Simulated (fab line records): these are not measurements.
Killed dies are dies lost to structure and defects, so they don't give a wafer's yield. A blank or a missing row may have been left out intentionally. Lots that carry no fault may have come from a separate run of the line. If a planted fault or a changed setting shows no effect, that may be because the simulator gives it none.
fab line records | flow berkeley-cmos170
[record] lots = 5 | wafers = 15 | last-day = 13
route steps=331 shown GATE@136 PLDD@145
lots that met no fault: taken from a fault-free run of the same line
start-h: hours from the record's opening day to when the first of the lot's shown wafers began | wait-h: hours elapsed since this lot's preceding step | " unchanged from the row above | L1.1+2: several wafers, shown together as one row | - value missing, or start not given | * or withheld: withheld | < > ~ a bound
route shown NAME@n: names a module that has steps shown in the file, with the first one's number in the route | usual: the fault-free wafers' mean and standard deviation | same: alike in all rows | chamber/n: place in a boat | sites: the reading at each site | _std_site: their standard deviation | _edge_site: mean of outer sites minus mean of inner sites | radius-mm: for every site, how far away it sits from the centre of the wafer | mask NAME#n: copy n | behind: the last tool/chamber to shape the wafer | hold: cause of the lot's hold/its duration in hours/its outcome | device: which transistor (n, p or np) failed to switch | end of line: the same wafers' tests at the end of the route | a step given without rows: its recipe and nothing more | killed: not the wafer's yield, but the dies lost to structure and defects at the first sort | map: per-die view of a wafer (x killed, . not killed, _ where there is no die)
set.NAME: setting as actually run; set.NAME@STEP: the setting as run at that earlier step | model.NAME: the simulator's own value behind a step, which no gauge read
lots at selected steps of the route; one table per step, one row per wafer
services: when a tool's chamber went out of use (start-h, in hours from the record's first day, below 0 if earlier), for how many hours, and the reason
[[steps]]
[step UCB170_GATE_PEB_10]
[recipe] peb-temp-c = 130 | peb-time-s = withheld | resist = KrF
[step UCB170_GATE_DEVELOP_11]
[recipe] developer = TMAH | develop-time-s = 45 | resist = KrF | dev-temp-c = 21
[step UCB170_GATE_CD_MEAS_12]
[recipe] target-cd-nm = 350
[usual] cd-nm = 349.9/1.3
lot.wafer | tool      | chamber | start-h | wait-h | cd-nm
L434.2    | cd-sem-02 | -       | 170.07  | -      | 351.3
L434.3    | "         | -       | "       | "      | 349.4
L434.4    | "         | -       | "       | "      | 351.2
L435.2    | cd-sem-01 | -       | 179.49  | -      | 347.8
L435.4    | "         | -       | "       | "      | 349.4
L435.6    | "         | -       | "       | "      | 350.5
L439.4    | cd-sem-01 | -       | 195.34  | -      | 349.4
L439.5    | "         | -       | "       | "      | 349.3
L439.6    | "         | -       | "       | "      | 349.0
L442.1    | cd-sem-01 | -       | 203.68  | -      | 350.6
L442.4    | "         | -       | "       | "      | 350.9
L442.5    | "         | -       | "       | "      | 350.7
L451.2    | cd-sem-01 | -       | 255.37  | -      | 351.1
L451.3    | "         | -       | "       | "      | 350.4
L451.6    | "         | -       | "       | "      | 351.3
[step UCB170_GATE_OVL_MEAS_13]
[usual] GATE_OVL = 1/5
lot.wafer | tool       | chamber | start-h | wait-h | GATE_OVL[nm]
L434.2    | overlay-01 | -       | 170.17  | 0.1    | 2
L434.3    | "          | -       | "       | "      | -4
L434.4    | "          | -       | "       | "      | -1
L435.2    | overlay-02 | -       | 179.60  | 0.1    | 5
L435.4    | "          | -       | "       | "      | 10
L435.6    | "          | -       | "       | "      | 2
L439.4    | overlay-02 | -       | 195.42  | 0.1    | -1
L439.5    | "          | -       | "       | "      | 3
L439.6    | "          | -       | "       | "      | 1
L442.1    | overlay-01 | -       | 203.80  | 0.1    | -6
L442.4    | "          | -       | "       | "      | 4
L442.5    | "          | -       | "       | "      | 2
L451.2    | overlay-01 | -       | 255.48  | 0.1    | 4
L451.3    | "          | -       | "       | "      | 1
L451.6    | "          | -       | "       | "      | 7
[step UCB170_GATE_ETCH_14]
[recipe] chemistry = N2/H2 | target-depth-a = withheld | overetch-a = withheld | target = BARC | time-s = withheld | source-w = 500 | bias-w = 100 | pressure-mtorr = 30 | n2-flow-sccm = 100 | h2-flow-sccm = 200
[usual] drypump-motor-current-A = 5.6/0.46 | oes-product-au = 1.000/0.018 | throttle-valve-pct = 13.22/0.14
lot.wafer | tool        | chamber | start-h | wait-h | drypump-motor-current-A | oes-product-au | throttle-valve-pct
L434.2    | rie-diel-01 | 3       | 170.20  | 0.0    | 6.1                     | 0.992          | 13.26
L434.3    | "           | 1       | "       | "      | 4.9                     | 0.984          | 13.22
L434.4    | "           | 2       | "       | "      | 5.3                     | 0.973          | 13.12
L435.2    | rie-diel-04 | 0       | 179.63  | 0.0    | 5.4                     | 1.024          | 13.43
L435.4    | "           | 3       | "       | "      | 5.8                     | 1.016          | 13.04
L435.6    | "           | 0       | "       | "      | 5.4                     | 1.022          | 13.43
L439.4    | rie-diel-01 | 2       | 195.46  | 0.0    | 5.3                     | 0.963          | 13.13
L439.5    | "           | 0       | "       | "      | 5.1                     | 0.992          | 13.14
L439.6    | "           | 3       | "       | "      | 6.1                     | 0.991          | 13.26
L442.1    | rie-diel-04 | 0       | 203.83  | 0.0    | 5.4                     | 1.028          | 13.44
L442.4    | "           | 1       | "       | "      | 5.8                     | 0.992          | 13.25
L442.5    | "           | 1       | "       | "      | 5.8                     | 0.986          | 13.24
L451.2    | rie-diel-02 | 3       | 255.51  | 0.0    | 5.7                     | 0.998          | 13.34
L451.3    | "           | 1       | "       | "      | 5.5                     | 1.001          | 13.37
L451.6    | "           | 1       | "       | "      | 5.5                     | 0.992          | 13.37
[step UCB170_GATE_ETCH_15]
[recipe] chemistry = HBr/Cl2 | target = poly-Si | stop-on = SiO2 | over-etch-frac = 0.3 | icp-w = 300 | bias-w = 150 | time-s = 56.3 | pressure-mtorr = 15 | HBr_flow_sccm = 150 | Cl2_flow_sccm = 50 | target-depth-a = 2782
[usual] HBr_flow_sccm = 150.0/0.5 | drypump-motor-current-A = 5.89/0.23 | mfc-cl2-sccm = 50.02/0.14 | oes-product-au = 0.828/0.0094 | throttle-valve-pct = 26.44/0.23
[same] over-etch-frac = 0.3
lot.wafer | tool      | chamber | start-h | wait-h | HBr_flow_sccm | drypump-motor-current-A | mfc-cl2-sccm | oes-product-au | rf-hours-counter-h | throttle-valve-pct
L434.2    | rie-si-01 | 0       | 170.25  | -      | 150.2         | 5.97                    | 50.22        | 0.824          | 62                 | 26.28
L434.3    | "         | 3       | "       | "      | 149.9         | 5.95                    | 49.80        | 0.830          | 23                 | 26.53
L434.4    | "         | 2       | "       | "      | 149.4         | 5.64                    | 50.21        | 0.821          | -                  | 26.28
L435.2    | rie-si-01 | 3       | 179.67  | -      | 150.1         | 5.93                    | 49.91        | 0.841          | 23                 | 26.52
L435.4    | "         | 0       | "       | "      | 149.6         | 5.99                    | 49.69        | 0.823          | -                  | 26.28
L435.6    | "         | 1       | "       | "      | 150.1         | 5.52                    | 49.96        | 0.830          | -                  | 26.80
L439.4    | rie-si-01 | 3       | 195.48  | -      | 149.6         | 5.94                    | 50.06        | 0.835          | 23                 | 26.52
L439.5    | "         | 1       | "       | "      | 150.9         | 5.54                    | 50.14        | 0.839          | -                  | 26.81
L439.6    | "         | 0       | "       | "      | 149.0         | 5.97                    | 50.20        | 0.822          | -                  | 26.30
L442.1    | rie-si-02 | 0       | 203.88  | -      | 149.8         | 5.94                    | 50.01        | 0.829          | 70                 | 26.19
L442.4    | "         | 0       | "       | "      | 150.2         | 5.95                    | 49.95        | 0.833          | -                  | 26.19
L442.5    | "         | 2       | "       | "      | 150.1         | 5.72                    | 50.05        | 0.841          | -                  | 26.22
L451.2    | rie-si-02 | 0       | 255.55  | -      | 149.5         | 5.94                    | 50.10        | 0.823          | 70                 | 26.19
L451.3    | "         | 3       | "       | "      | 150.3         | 6.26                    | 49.88        | 0.838          | 0                  | 26.82
L451.6    | "         | 3       | "       | "      | 150.3         | 6.28                    | 49.86        | 0.828          | -                  | 26.82
[step UCB170_GATE_STRIP_16]
[recipe] chemistry = O2 | power-w = 400 | pressure-mtorr = 3500 | platen-temp-c = withheld | o2-flow-sccm = 400 | overash-fraction = 0.5
[usual] drypump-motor-current-A = 5.7/0.5 | o2-flow-sccm = 399.8/1.1 | oes-product-au = 0.724/0.0045
lot.wafer | tool            | chamber | start-h | wait-h | drypump-motor-current-A | o2-flow-sccm | oes-product-au | rf-hours-counter-h
L434.2    | plasma-asher-01 | 1       | 170.29  | 0.0    | 6.2                     | 397.9        | 0.734          | 46
L434.3    | "               | 1       | "       | "      | 6.2                     | 399.2        | 0.723          | -
L434.4    | "               | 0       | "       | "      | 6.2                     | 401.0        | 0.719          | -
L435.2    | plasma-asher-04 | 0       | 179.72  | 0.0    | 5.1                     | 401.4        | 0.725          | 6
L435.4    | "               | 0       | "       | "      | 5.2                     | 402.3        | 0.727          | -
L435.6    | "               | 0       | "       | "      | 5.2                     | 401.0        | 0.716          | -
L439.4    | plasma-asher-04 | 1       | 195.56  | 0.1    | 5.8                     | 398.4        | 0.724          | -
L439.5    | "               | 1       | "       | "      | 5.8                     | 399.3        | 0.724          | -
L439.6    | "               | 0       | "       | "      | 5.2                     | 400.6        | 0.725          | -
L442.1    | plasma-asher-02 | 1       | 203.92  | 0.0    | 5.7                     | 399.2        | 0.715          | 43
L442.4    | "               | 0       | "       | "      | 4.9                     | 400.6        | 0.716          | -
L442.5    | "               | 0       | "       | "      | 4.9                     | 399.5        | 0.725          | -
L451.2    | plasma-asher-04 | 0       | 255.60  | 0.0    | 5.2                     | 400.5        | 0.724          | 16
L451.3    | "               | 0       | "       | "      | 5.2                     | 399.1        | 0.718          | -
L451.6    | "               | 0       | "       | "      | 5.2                     | 400.5        | 0.729          | -
[step UCB170_GATE_CD_MEAS_90]
[recipe] target-cd-nm = 350
[usual] cd-nm = 349.9/1.4
lot.wafer | tool      | chamber | start-h | wait-h | cd-nm
L434.2    | cd-sem-02 | -       | 170.41  | 0.1    | 351.7
L434.3    | "         | -       | "       | "      | 349.5
L434.4    | "         | -       | "       | "      | 352.4
L435.2    | cd-sem-01 | -       | 179.84  | 0.1    | 347.8
L435.4    | "         | -       | "       | "      | 349.4
L435.6    | "         | -       | "       | "      | 349.7
L439.4    | cd-sem-01 | -       | 195.73  | 0.1    | 350.6
L439.5    | "         | -       | "       | "      | 349.7
L439.6    | "         | -       | "       | "      | 349.9
L442.1    | cd-sem-02 | -       | 204.02  | 0.1    | 349.5
L442.4    | "         | -       | "       | "      | 350.6
L442.5    | "         | -       | "       | "      | 350.7
L451.2    | cd-sem-02 | -       | 255.72  | 0.1    | 351.8
L451.3    | "         | -       | "       | "      | 351.2
L451.6    | "         | -       | "       | "      | 352.3
[step UCB170_GATE_CLEAN_17]
[recipe] chemistry = SPM | temp-c = 120 | time-s = 600
[step UCB170_PLDD_HMDS_00]
[recipe] prime-time-s = 60 | prime-temp-c = 100
[step UCB170_PLDD_COAT_01]
[recipe] resist = KrF | spin-rpm = 1500 | resist-thk-nm = 900
[step UCB170_PLDD_SOFTBAKE_02]
[recipe] resist = KrF | temp-c = 130 | time-s = 60
[step UCB170_PLDD_EXPOSE_03]
[recipe] mask-id = PSELECT | na = 0.5 | sigma-outer = 0.6 | source-shape = conventional | target-cd-nm = 1200 | dose-mj = 30
[usual] exposure-dose-mJ-cm2 = 30.00/0.03
lot.wafer | tool           | chamber | start-h | wait-h | mask      | exposure-dose-mJ-cm2
L434.2    | krf-scanner-01 | 0       | 171.26  | 0.2    | PSELECT#0 | 29.93
L434.3    | "              | 0       | "       | "      | PSELECT#0 | 29.97
L434.4    | "              | 0       | "       | "      | PSELECT#0 | 29.99
L435.2    | krf-scanner-01 | 0       | 180.72  | 0.2    | PSELECT#0 | 29.96
L435.4    | "              | 0       | "       | "      | PSELECT#0 | 30.00
L435.6    | "              | 0       | "       | "      | PSELECT#0 | 29.96
L439.4    | krf-scanner-02 | 0       | 196.85  | 0.3    | PSELECT#0 | 29.95
L439.5    | "              | 0       | "       | "      | PSELECT#0 | 29.99
L439.6    | "              | 0       | "       | "      | PSELECT#0 | 29.99
L442.1    | krf-scanner-01 | 0       | 207.41  | -      | PSELECT#0 | 30.00
L442.4    | "              | 0       | "       | "      | PSELECT#0 | 30.00
L442.5    | "              | 0       | "       | "      | PSELECT#0 | 30.02
L451.2    | krf-scanner-01 | 0       | 256.60  | 0.2    | PSELECT#0 | 29.73
L451.3    | "              | 0       | "       | "      | PSELECT#0 | 29.70
L451.6    | "              | 0       | "       | "      | PSELECT#0 | 29.65
[step UCB170_PLDD_PEB_04]
[recipe] peb-temp-c = 130 | peb-time-s = withheld | resist = KrF
[step UCB170_PLDD_DEVELOP_05]
[recipe] developer = TMAH | develop-time-s = 45 | resist = KrF | dev-temp-c = 21
[step UCB170_PLDD_CD_MEAS_06]
[recipe] target-cd-nm = 1200
[usual] cd-nm = 1200.1/1.3
lot.wafer | tool      | chamber | start-h | wait-h | cd-nm
L434.2    | cd-sem-01 | -       | 171.95  | -      | 1197.8
L434.3    | "         | -       | "       | "      | 1196.7
L434.4    | "         | -       | "       | "      | 1197.9
L435.2    | cd-sem-01 | -       | 181.12  | -      | 1202.9
L435.4    | "         | -       | "       | "      | 1202.0
L435.6    | "         | -       | "       | "      | 1202.2
L439.4    | cd-sem-02 | -       | 197.66  | -      | 1200.6
L439.5    | "         | -       | "       | "      | 1199.5
L439.6    | "         | -       | "       | "      | 1201.5
L442.1    | cd-sem-02 | -       | 209.10  | -      | 1201.4
L442.4    | "         | -       | "       | "      | 1201.4
L442.5    | "         | -       | "       | "      | 1201.3
L451.2    | cd-sem-02 | -       | 257.00  | -      | 1206.5
L451.3    | "         | -       | "       | "      | 1202.2
L451.6    | "         | -       | "       | "      | 1206.3
[step UCB170_PLDD_OVL_MEAS_07]
[usual] PLDD_OVL = 2/5.6
lot.wafer | tool       | chamber | start-h | wait-h | PLDD_OVL[nm]
L434.2    | overlay-01 | -       | 172.06  | 0.1    | 12
L434.3    | "          | -       | "       | "      | 12
L434.4    | "          | -       | "       | "      | 5
L435.2    | overlay-02 | -       | 181.22  | 0.1    | 1
L435.4    | "          | -       | "       | "      | -5
L435.6    | "          | -       | "       | "      | -7
L439.4    | overlay-02 | -       | 197.73  | 0.1    | 5
L439.5    | "          | -       | "       | "      | 13
L439.6    | "          | -       | "       | "      | 6
L442.1    | overlay-02 | -       | 209.22  | 0.1    | -2
L442.4    | "          | -       | "       | "      | 2
L442.5    | "          | -       | "       | "      | 2
L451.2    | overlay-02 | -       | 257.10  | 0.1    | -3
L451.3    | "          | -       | "       | "      | 7
L451.6    | "          | -       | "       | "      | 7
[[services]]
tool            | chamber | start-h | hours | kind
krf-scanner-02  | -       | 149.62  | 4.4   | pm
rie-diel-01     | 0       | 153.16  | 8.4   | repair
rie-si-01       | 1       | 154.32  | -     | clean
rie-si-01       | 1       | 154.32  | 16.7  | scheduled-down
rie-si-01       | 1       | 154.32  | 16.7  | vent-cycle
rie-si-02       | -       | 163.91  | 14.6  | pm
krf-scanner-02  | -       | 168.60  | 3.6   | pm
rie-diel-04     | 3       | 170.24  | 3.6   | repair
krf-scanner-02  | -       | 173.15  | 1.3   | pm
plasma-asher-02 | -       | 174.57  | 2.8   | pm
rie-si-01       | 2       | 178.77  | 7.0   | repair
rie-si-02       | 3       | 191.73  | 13.0  | repair
rie-diel-01     | 1       | 193.32  | 5.1   | repair
rie-diel-04     | -       | 203.36  | 0.4   | repair
krf-scanner-01  | -       | 212.89  | 1.0   | pm
plasma-asher-02 | -       | 219.86  | 14.0  | repair
rie-diel-04     | 3       | 224.26  | 4.9   | repair
krf-scanner-01  | -       | 229.60  | 0.3   | repair
rie-diel-01     | 2       | 231.86  | 14.0  | repair
krf-scanner-02  | -       | 234.46  | 0.8   | pm
krf-scanner-01  | -       | 235.21  | 1.3   | pm
krf-scanner-02  | -       | 243.71  | 0.7   | repair
plasma-asher-02 | -       | 245.80  | 3.8   | pm
krf-scanner-02  | -       | 248.65  | 1.0   | pm
[[key]]
[first-sign] step = UCB170_PLDD_EXPOSE_03 | reading = exposure-dose-mJ-cm2 | direction = down | sigmas = 10 | usual = 30.00 | struck = 29.69
[effect] step = UCB170_PLDD_CD_MEAS_06 | reading = cd-nm | direction = up | sigmas = 3.7 | usual = 1200.1 | struck = 1205.0 | wafers-moved = 2 | through = control-loop
met-at UCB170_PLDD_EXPOSE_03
struck-wafers L451.2,L451.3,L451.6
tester-left-out L451
[loop-trim] step = UCB170_PLDD_EXPOSE_03 | setting = dose | lots = L451
onset-between 207.41 256.60
[fault] kind = process-parameter-drift | tool = krf-scanner-01 | chamber = - | onset-h = 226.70 | steps = UCB170_PLDD_EXPOSE_03 | channel = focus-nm | offset = 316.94 | spread-by-wafer = 0.3 | shape = step | end-h = 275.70
// tester-left-out: of these lots the tester's yield and bins aren't shown, on N5 and GAA mostly nor the transistor test; their killed dies are dies lost to structure and defects alone, not to doping, threshold or leakage, so they don't give the yield
// loop-trim: a control loop set the setting to another value than it would have without faults
